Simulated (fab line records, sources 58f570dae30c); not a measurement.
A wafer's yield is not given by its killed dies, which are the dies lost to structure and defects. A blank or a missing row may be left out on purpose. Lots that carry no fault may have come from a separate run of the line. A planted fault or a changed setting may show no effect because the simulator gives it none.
2 desks looking at one fault | flow berkeley_cmos170 | each desk has only its own numbers; what lay behind them comes last

== METROLOGY DESK ==
Means of the sampled wafers that have a number, per lot and without regard to the tool the lot ran on: this is what the gauges read. A lot is out of limits, marked OUT, if its mean lies more than 4 standard deviations from the usual mean; the brackets give that distance.
Columns: A = cd_nm at UCB170_PSD_CD_MEAS_06, usual 1200.0 nm; B = V2_TEOS_THK at UCB170_V2_THK_MEAS_01, usual 1993 nm; C = cd_nm at UCB170_M3_CD_MEAS_90, usual 700.9 nm
lot  | first seen here | A      | B              | C
L952 | day 6 03:11     | 1204.0 | 1996           | 699.7
L953 | day 6 13:35     | 1199.5 | 1936           | 702.8
L956 | day 7 05:08     | 1202.0 | 1999           | 701.6
L957 | day 7 19:17     | 1199.5 | 2017           | 702.0
L959 | day 7 19:33     | 1199.4 | 2015           | 705.8
L963 | day 9 02:51     | 1200.2 | 1984           | 703.4
L962 | day 9 03:05     | 1200.9 | 1984           | 698.5
L965 | day 9 08:18     | 1201.3 | 1976           | 703.8
L964 | day 9 08:25     | 1201.6 | 2017           | 701.8
L966 | day 9 17:21     | 1197.8 | 2016           | 702.0
L968 | day 9 17:40     | 1199.6 | 1989           | 697.3
L969 | day 10 18:40    | 1201.3 | 2524 (+20) OUT | 702.0
L974 | day 11 09:16    | 1198.4 | 1992           | 697.5
Finding of this desk: L969 out of limits, first seen on L969 at day 11 17:54 (V2_TEOS_THK at UCB170_V2_THK_MEAS_01). L952, L953, L956, L957, L959, L963, L962, L965, L964, L966, L968, L974 stayed within limits.

== FOR THE TOOL OWNER'S DESK: pecvd-02 ==
The tool's own readings at UCB170_V2_CVD_00 (deposits SiO2 from TEOS/O2, target thk 2000 nm, time 250 s): means of the sampled wafers that have a number, for each lot that ran on this tool. A lot is out of limits, marked OUT, if its mean lies more than 4 standard deviations from the usual mean; the brackets give that distance.
Columns: A = heater_power_w at UCB170_V2_CVD_00, usual 259 W; B = run_length_s at UCB170_V2_CVD_00, usual 277.5 s
lot  | first seen here | A   | B
L953 | day 7 13:50     | 262 | 278.3
L959 | day 8 13:26     | 253 | 278.0
L962 | day 10 00:05    | 311 | 277.7
L966 | day 10 13:58    | 199 | 277.4
L969 | day 11 17:40    | 334 | 342.3 (+99 or more) OUT
This desk finds L969 out of limits, L969 being first, at day 11 17:40 (run_length_s at UCB170_V2_CVD_00). L953, L959, L962, L966 stayed within limits.

== PUT TOGETHER ==
On L969, at day 11 17:40, an alarm was possible from the tool owner's desk.
Metrology desk: alarm possible at day 11 17:54 on L969.
Every lot named ran UCB170_V2_CVD_00 on pecvd-02.

== WHAT WAS PUT IN BY THE SIMULATOR ==
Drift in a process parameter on pecvd-02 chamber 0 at UCB170_V2_CVD_00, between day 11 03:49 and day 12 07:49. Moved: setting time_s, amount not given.
Struck lots among those shown: L969.
Delay (hours) between the fault's onset and each desk's first out-of-limits reading: 14 at the tool owner's desk, 14 at the metrology desk.
